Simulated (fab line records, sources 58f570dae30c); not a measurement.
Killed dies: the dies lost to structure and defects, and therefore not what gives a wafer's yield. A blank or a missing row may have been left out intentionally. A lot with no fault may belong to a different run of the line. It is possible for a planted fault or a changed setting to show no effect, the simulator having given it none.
Which tool was responsible? -- flow berkeley cmos170 -- route of 331 steps, sampled at 1 step: 7 lots, 21 wafers

WHAT THE GAUGES READ, wafer by wafer
UCB170_M1_RS_MEAS_01: the measuring method here is four-point-probe.
lot,measured,on,M1_AL_RS (ohm/sq)
L541,day 8 10:35,film metro-03,0.0488 0.0487 0.0487
L544,day 10 00:55,film metro-04,0.0481 0.0481 0.0484
L545,day 10 02:08,film metro-01,0.0480 0.0479 0.0484
L548,day 10 02:21,film metro-03,0.0496 0.0491 0.0495
L553,day 11 22:43,film metro-03,0.0477 0.0477 0.0477
L558,day 13 01:24,film metro-03,0.0490 0.0489 0.0488
L561,day 13 08:32,film metro-01,0.0482 0.0479 0.0481

EACH LOT AND THE TOOL THAT RAN IT (in order: tool; ch and the chambers of the sampled wafers; start)
The record shows no process step preceding these readings.

THE ANSWER, worked out from the rows above alone
Rule: usual is defined by the lots themselves. The widest of any qualifying gaps counts: lots, ordered by their means at a reading, are off when they make up no more than a third of the lots, leave a main group of 4 or more, and stand apart from it by 3 or more times the standard deviation of that group's means. Not used: any main group whose means are identical at the precision the tables above print for the reading. A lot without any number at a reading at which 4 lots or more have one is off too. Where the step has rows for the other lots, those lots are counted as sound.
Across all readings shown, no lot is off: no conclusion can be drawn from this.

WHAT HAD BEEN PUT IN BY THE SIMULATOR
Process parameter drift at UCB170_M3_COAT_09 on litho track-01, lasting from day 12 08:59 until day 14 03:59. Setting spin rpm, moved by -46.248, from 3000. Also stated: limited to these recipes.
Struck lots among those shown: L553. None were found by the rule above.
